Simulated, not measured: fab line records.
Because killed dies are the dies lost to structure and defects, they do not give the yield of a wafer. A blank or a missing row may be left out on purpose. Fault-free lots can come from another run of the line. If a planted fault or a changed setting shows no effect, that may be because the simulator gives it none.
fab line records + flow rit-cmos + part 2 of 2: steps 38 to 52 of 52
record:
- lots: 5
- wafers: 15
- last-day: 8
route steps=202 shown FOX2@26 NWELL@28 PWELL@39 WELLDRIVE@50 NRETRO@53 PRETRO@64 GATE@75
lots that met no fault: from a run of the same line without faults
start-h: start of the lot's first displayed wafer, in hours after the record's first day + wait-h: hours from the lot's prior step to this one + " identical to the entry in the row above + L1.1+2: a single row standing in for several wafers + - value missing, or start not given + * or withheld: withheld + < > ~ a bound
route shown NAME@n: names a module that has steps shown in the file, with the first one's number in the route + usual: the fault-free wafers' mean and standard deviation + same: alike in all rows + chamber/n: place in a boat + sites: readings site by site + _std_site: the standard deviation of these + _edge_site: inner sites' mean taken away from outer sites' mean + radius-mm: for every site, how far away it sits from the centre of the wafer + mask NAME#n: copy n + behind: the tool/chamber that last shaped the wafer + hold: reason for holding the lot/hours on hold/outcome of the hold + device: whichever transistor did not switch (one of n, p or np) + end of line: the route-end tests of the same wafers + a step given without rows: its recipe and nothing more + killed: dies lost to structure and defects at the first sort, not the wafer's yield + map: a wafer's dies, x killed, . not, _ none there
set.NAME: the setting the step ran with; set.NAME@STEP: the setting that earlier step ran with + model.NAME: the simulator's own value behind a step, which no gauge read
certain route steps with their lots: each step a table, each wafer a row
services: a tool's chamber out of use, with start hour (start-h, from the record's first day; less than 0 if before it), hours out, and reason
== steps ==
step: RIT_NRETRO_TW_MEAS_10
usual:
- NRETRO_TW: 1054/8.1
| lot.wafer | tool          | chamber | start-h | wait-h | NRETRO_TW |
|-----------|---------------|---------|---------|--------|-----------|
| L076.1    | film-metro-04 | -       | 41.57   | 0.1    | 1053      |
| L076.3    | "             | -       | "       | "      | 1049      |
| L076.6    | "             | -       | "       | "      | 1051      |
| L085.1    | film-metro-03 | -       | 86.49   | 0.1    | 1066      |
| L085.3    | "             | -       | "       | "      | 1073      |
| L085.5    | "             | -       | "       | "      | 1077      |
| L087.2    | film-metro-02 | -       | 99.57   | 0.1    | 1050      |
| L087.3    | "             | -       | "       | "      | 1052      |
| L087.4    | "             | -       | "       | "      | 1052      |
| L094.2    | film-metro-02 | -       | 141.59  | 0.1    | 1050      |
| L094.3    | "             | -       | "       | "      | 1053      |
| L094.5    | "             | -       | "       | "      | 1051      |
| L095.1    | film-metro-02 | -       | 146.54  | 0.1    | 1056      |
| L095.2    | "             | -       | "       | "      | 1054      |
| L095.5    | "             | -       | "       | "      | 1049      |
step: RIT_PRETRO_HMDS_00
recipe:
- prime-time-s: 60
- prime-temp-c: 140
| lot.wafer  | tool           | chamber | start-h | wait-h |
|------------|----------------|---------|---------|--------|
| L076.1+3+6 | litho-track-03 | 0       | 41.63   | 0.1    |
| L085.1+3+5 | litho-track-03 | 0       | 86.55   | 0.1    |
| L087.2+3+4 | litho-track-04 | 0       | 99.64   | 0.1    |
| L094.2+3+5 | litho-track-03 | 0       | 141.67  | 0.1    |
| L095.1+2+5 | litho-track-04 | 0       | 146.60  | 0.1    |
step: RIT_PRETRO_COAT_01
recipe:
- resist: NOVOLAK
- spin-rpm: 2000
- resist-thk-nm: 1300
| lot.wafer  | tool           | chamber | start-h | wait-h |
|------------|----------------|---------|---------|--------|
| L076.1+3+6 | litho-track-03 | 0       | 41.78   | 0.1    |
| L085.1+3+5 | litho-track-03 | 0       | 86.70   | 0.1    |
| L087.2+3+4 | litho-track-04 | 0       | 99.79   | 0.1    |
| L094.2+3+5 | litho-track-03 | 0       | 141.82  | 0.1    |
| L095.1+2+5 | litho-track-04 | 0       | 146.75  | 0.1    |
step: RIT_PRETRO_SOFTBAKE_02
recipe:
- resist: NOVOLAK
- temp-c: 90
- time-s: 60
| lot.wafer  | tool           | chamber | start-h | wait-h |
|------------|----------------|---------|---------|--------|
| L076.1+3+6 | litho-track-03 | 0       | 41.93   | 0.1    |
| L085.1+3+5 | litho-track-03 | 0       | 86.85   | 0.1    |
| L087.2+3+4 | litho-track-04 | 0       | 99.94   | 0.1    |
| L094.2+3+5 | litho-track-03 | 0       | 141.97  | 0.1    |
| L095.1+2+5 | litho-track-04 | 0       | 146.90  | 0.1    |
step: RIT_PRETRO_EXPOSE_03
recipe:
- mask-id: M5
- na: 0.57
- target-cd-nm: 43700
- dose-mj: 250
usual:
- reticle-temp-C: 23.00/0.11
| lot.wafer | tool             | chamber | start-h | wait-h | mask | reticle-temp-C |
|-----------|------------------|---------|---------|--------|------|----------------|
| L076.1    | iline-stepper-02 | 0       | 42.08   | 0.1    | M5#0 | 23.24          |
| L076.3    | "                | 0       | "       | "      | M5#0 | 23.08          |
| L076.6    | "                | 0       | "       | "      | M5#0 | 23.13          |
| L085.1    | iline-stepper-02 | 0       | 87.12   | 0.2    | M5#0 | 23.08          |
| L085.3    | "                | 0       | "       | "      | M5#0 | 22.97          |
| L085.5    | "                | 0       | "       | "      | M5#0 | 22.99          |
| L087.2    | iline-stepper-01 | 0       | 100.09  | 0.1    | M5#0 | 22.99          |
| L087.3    | "                | 0       | "       | "      | M5#0 | 22.92          |
| L087.4    | "                | 0       | "       | "      | M5#0 | 22.87          |
| L094.2    | iline-stepper-02 | 0       | 142.11  | 0.1    | M5#0 | 22.98          |
| L094.3    | "                | 0       | "       | "      | M5#0 | 22.71          |
| L094.5    | "                | 0       | "       | "      | M5#0 | 22.97          |
| L095.1    | iline-stepper-01 | 0       | 147.17  | 0.2    | M5#0 | 22.88          |
| L095.2    | "                | 0       | "       | "      | M5#0 | 23.16          |
| L095.5    | "                | 0       | "       | "      | M5#0 | 23.05          |
step: RIT_PRETRO_PEB_04
recipe:
- resist: NOVOLAK
- temp-c: withheld
- time-s: withheld
| lot.wafer  | tool           | chamber | start-h | wait-h |
|------------|----------------|---------|---------|--------|
| L076.1+3+6 | litho-track-03 | 0       | 42.20   | 0.1    |
| L085.1+3+5 | litho-track-04 | 0       | 87.24   | 0.1    |
| L087.2+3+4 | litho-track-01 | 0       | 100.21  | 0.1    |
| L094.2+3+5 | litho-track-03 | 0       | 142.23  | 0.1    |
| L095.1+2+5 | litho-track-01 | 0       | 147.29  | 0.1    |
step: RIT_PRETRO_DEVELOP_05
recipe:
- resist: NOVOLAK
- develop-time-s: 68
- dev-temp-c: 23
| lot.wafer  | tool           | chamber | start-h | wait-h |
|------------|----------------|---------|---------|--------|
| L076.1+3+6 | litho-track-03 | 0       | -       | -      |
| L085.1+3+5 | litho-track-04 | 0       | -       | -      |
| L087.2+3+4 | litho-track-01 | 0       | -       | -      |
| L094.2+3+5 | litho-track-03 | 0       | -       | -      |
| L095.1+2+5 | litho-track-01 | 0       | -       | -      |
step: RIT_PRETRO_OVL_MEAS_06
usual:
- PRETRO_OVL: -0.4/1.6
| lot.wafer | tool       | chamber | start-h | wait-h | PRETRO_OVL[nm] |
|-----------|------------|---------|---------|--------|----------------|
| L076.1    | overlay-02 | -       | 42.51   | -      | 2.9            |
| L076.3    | "          | -       | "       | "      | 0.4            |
| L076.6    | "          | -       | "       | "      | 1.4            |
| L085.1    | overlay-01 | -       | 87.55   | -      | 0.7            |
| L085.3    | "          | -       | "       | "      | -1.2           |
| L085.5    | "          | -       | "       | "      | 0.5            |
| L087.2    | overlay-02 | -       | 100.50  | -      | -3.4           |
| L087.3    | "          | -       | "       | "      | -2.8           |
| L087.4    | "          | -       | "       | "      | -3.3           |
| L094.2    | overlay-01 | -       | 142.53  | -      | -0.3           |
| L094.3    | "          | -       | "       | "      | 2.0            |
| L094.5    | "          | -       | "       | "      | 2.1            |
| L095.1    | overlay-02 | -       | 147.60  | -      | -1.1           |
| L095.2    | "          | -       | "       | "      | -1.1           |
| L095.5    | "          | -       | "       | "      | 0.0            |
step: RIT_PRETRO_HARDBAKE_07
recipe:
- resist: NOVOLAK
- temp-c: 140
- time-s: 120
| lot.wafer  | tool           | chamber | start-h | wait-h |
|------------|----------------|---------|---------|--------|
| L076.1+3+6 | litho-track-01 | 0       | 42.55   | 0.0    |
| L085.1+3+5 | litho-track-04 | 0       | 87.59   | 0.0    |
| L087.2+3+4 | litho-track-01 | 0       | 100.58  | 0.1    |
| L094.2+3+5 | litho-track-03 | 0       | 142.60  | 0.1    |
| L095.1+2+5 | litho-track-04 | 0       | 147.64  | 0.0    |
step: RIT_PRETRO_IMPLANT_08
recipe:
- species: B
- energy-kev: 45
- dose-cm2: 1.2e+13
- tilt-deg: 7
same:
- implant-ion-amu: 11
| lot.wafer  | tool         | chamber | start-h | wait-h |
|------------|--------------|---------|---------|--------|
| L076.1+3+6 | implanter-01 | 0       | 42.80   | 0.2    |
| L085.1+3+5 | implanter-03 | 0       | 87.84   | 0.2    |
| L087.2+3+4 | implanter-03 | 0       | 100.81  | 0.2    |
| L094.2+3+5 | implanter-01 | 0       | 142.83  | 0.2    |
| L095.1+2+5 | implanter-04 | 0       | 147.89  | 0.2    |
step: RIT_PRETRO_STRIP_09
recipe:
- chemistry: O2
- time-s: 180
- resist: NOVOLAK
- platen-temp-c: withheld
- power-w: 500
- pressure-mtorr: 4000
- o2-flow-sccm: 4000
usual:
- drypump-motor-current-A: 5.6/0.46
| lot.wafer | tool            | chamber | start-h | wait-h | drypump-motor-current-A | rf-hours-counter-h |
|-----------|-----------------|---------|---------|--------|-------------------------|--------------------|
| L076.1    | plasma-asher-04 | 0       | 42.95   | 0.1    | 5.8                     | 41                 |
| L076.3    | "               | 1       | "       | "      | 5.9                     | -                  |
| L076.6    | "               | 0       | "       | "      | 5.8                     | -                  |
| L085.1    | plasma-asher-01 | 1       | 87.99   | 0.1    | 6.0                     | 41                 |
| L085.3    | "               | 0       | "       | "      | 4.8                     | -                  |
| L085.5    | "               | 0       | "       | "      | 4.7                     | -                  |
| L087.2    | plasma-asher-01 | 0       | 100.93  | 0.1    | 4.7                     | 43                 |
| L087.3    | "               | 0       | "       | "      | 4.8                     | -                  |
| L087.4    | "               | 1       | "       | "      | 6.0                     | -                  |
| L094.2    | plasma-asher-02 | 1       | 142.96  | 0.1    | 5.6                     | 47                 |
| L094.3    | "               | 0       | "       | "      | 5.8                     | -                  |
| L094.5    | "               | 1       | "       | "      | 5.6                     | -                  |
| L095.1    | plasma-asher-02 | 0       | 148.04  | 0.1    | 5.8                     | 47                 |
| L095.2    | "               | 1       | "       | "      | 5.7                     | 47                 |
| L095.5    | "               | 0       | "       | "      | 5.8                     | -                  |
step: RIT_PRETRO_TW_MEAS_10
usual:
- PRETRO_TW: 471/4.5
| lot.wafer | tool          | chamber | start-h | wait-h | PRETRO_TW |
|-----------|---------------|---------|---------|--------|-----------|
| L076.1    | film-metro-01 | -       | 43.13   | 0.1    | 469       |
| L076.3    | "             | -       | "       | "      | 468       |
| L076.6    | "             | -       | "       | "      | 471       |
| L085.1    | film-metro-02 | -       | 88.16   | 0.1    | 476       |
| L085.3    | "             | -       | "       | "      | 476       |
| L085.5    | "             | -       | "       | "      | 476       |
| L087.2    | film-metro-02 | -       | 101.12  | 0.1    | 476       |
| L087.3    | "             | -       | "       | "      | 475       |
| L087.4    | "             | -       | "       | "      | 475       |
| L094.2    | film-metro-02 | -       | 143.14  | 0.1    | 475       |
| L094.3    | "             | -       | "       | "      | 475       |
| L094.5    | "             | -       | "       | "      | 477       |
| L095.1    | film-metro-04 | -       | 148.22  | 0.1    | 470       |
| L095.2    | "             | -       | "       | "      | 473       |
| L095.5    | "             | -       | "       | "      | 472       |
step: RIT_GATE_WET_ETCH_00
recipe:
- chemistry: BOE
- target: SiO2
- target-depth-nm: 56
- time-s: 60
- dry: n2-spin
- dilution: 10:1
- temp-c: 21.5
| lot.wafer  | tool         | chamber | start-h | wait-h |
|------------|--------------|---------|---------|--------|
| L076.1+3+6 | wet-bench-03 | 3       | 43.19   | 0.1    |
| L085.1+3+5 | wet-bench-03 | 2       | 88.22   | 0.1    |
| L087.2+3+4 | wet-bench-04 | 0       | 101.17  | 0.0    |
| L094.2+3+5 | wet-bench-04 | 1       | 143.19  | 0.0    |
| L095.1+2+5 | wet-bench-03 | 1       | 148.28  | 0.1    |
step: RIT_GATE_CLEAN_01
recipe:
- chemistry: SC1
- mix: 3:3:50
- time-s: 600
- temp-c: 75
| lot.wafer  | tool         | chamber | start-h | wait-h |
|------------|--------------|---------|---------|--------|
| L076.1+3+6 | wet-bench-02 | 0       | 43.21   | 0.0    |
| L085.1+3+5 | wet-bench-02 | 1       | 88.25   | 0.0    |
| L087.2+3+4 | wet-bench-02 | 0       | 101.20  | 0.0    |
| L094.2+3+5 | wet-bench-02 | 2       | 143.22  | 0.0    |
| L095.1+2+5 | wet-bench-02 | 3       | 148.30  | 0.0    |
step: RIT_GATE_CLEAN_02
recipe:
- chemistry: dHF
- dilution: 50:1
- time-s: 30
| lot.wafer  | tool         | chamber | start-h | wait-h |
|------------|--------------|---------|---------|--------|
| L076.1+3+6 | wet-bench-04 | 2       | 43.39   | 0.0    |
| L085.1+3+5 | wet-bench-04 | 0       | 88.42   | 0.0    |
| L087.2+3+4 | wet-bench-03 | 0       | 101.39  | 0.0    |
| L094.2+3+5 | wet-bench-04 | 0       | 143.41  | 0.0    |
| L095.1+2+5 | wet-bench-04 | 3       | 148.48  | 0.0    |
== services ==
| tool             | chamber | start-h | hours | kind        |
|------------------|---------|---------|-------|-------------|
| plasma-asher-04  | -       | 7.50    | 5.9   | repair      |
| iline-stepper-02 | 0       | 14.90   | -     | calibration |
| implanter-03     | -       | 15.53   | 19.5  | pm          |
| plasma-asher-02  | -       | 30.61   | 0.4   | repair      |
| iline-stepper-02 | -       | 47.79   | 4.4   | pm          |
| implanter-01     | -       | 70.07   | 1.7   | repair      |
| plasma-asher-02  | -       | 83.87   | 14.6  | pm          |
| implanter-04     | -       | 87.31   | 2.3   | repair      |
| plasma-asher-01  | -       | 103.33  | 0.4   | repair      |
| implanter-03     | -       | 108.03  | 3.6   | pm          |
| plasma-asher-04  | -       | 108.75  | 9.0   | pm          |
| plasma-asher-04  | 0       | 108.75  | 9.0   | vent-cycle  |
| plasma-asher-04  | 1       | 108.75  | 9.0   | vent-cycle  |
| iline-stepper-02 | -       | 115.35  | 7.2   | repair      |
| plasma-asher-04  | 0       | 117.75  | -     | clean       |
| plasma-asher-04  | 1       | 117.75  | -     | clean       |
| iline-stepper-02 | -       | 122.57  | 1.7   | pm          |
| plasma-asher-04  | -       | 146.74  | 1.6   | repair      |
